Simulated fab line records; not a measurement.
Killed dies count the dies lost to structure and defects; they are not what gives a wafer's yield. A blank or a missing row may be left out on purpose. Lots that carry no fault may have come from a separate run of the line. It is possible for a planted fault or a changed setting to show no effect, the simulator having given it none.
The tool behind it: which one? -- flow rit-cmos -- at 1 step of a route of 202, 7 lots with 21 wafers sampled

== WHAT THE GAUGES READ, wafer by wafer ==
RIT_GATE_THK_MEAS_09.
lot,measured,on,GATE_POLY_THK (nm)
L172,day 2 21:26,film-metro-01,249.9 251.5 250.5
L176,day 3 15:25,film-metro-03,249.6 247.7 248.3
L178,day 4 00:47,film-metro-04,247.5 246.0 245.1
L181,day 4 18:44,film-metro-03,249.5 248.2 249.5
L189,day 6 11:28,film-metro-03,244.0 245.2 242.8
L192,day 6 23:54,film-metro-01,253.4 252.1 253.0
L194,day 7 08:37,film-metro-01,247.6 248.5 250.6

== WHICH TOOL RAN EACH LOT (tool, then ch and the chambers of the sampled wafers, then the start) ==
Record: no process step prior to these readings.

== THE ANSWER, worked out from the rows above alone ==
Rule: the usual values come from the lots themselves. The widest of any qualifying gaps counts: lots, ordered by their means at a reading, are off when they make up no more than a third of the lots, leave a main group of 4 or more, and stand apart from it by 3 or more times the standard deviation of that group's means. The tables above print the reading to a certain number of digits; a main group whose means all agree to those digits is not used. A lot without any number at a reading at which 4 lots or more have one is off too. The other lots that the step has rows for count as sound.
No lot is off on any of the readings shown, so nothing can be concluded from this.

== WHAT THE SIMULATOR PUT IN ==
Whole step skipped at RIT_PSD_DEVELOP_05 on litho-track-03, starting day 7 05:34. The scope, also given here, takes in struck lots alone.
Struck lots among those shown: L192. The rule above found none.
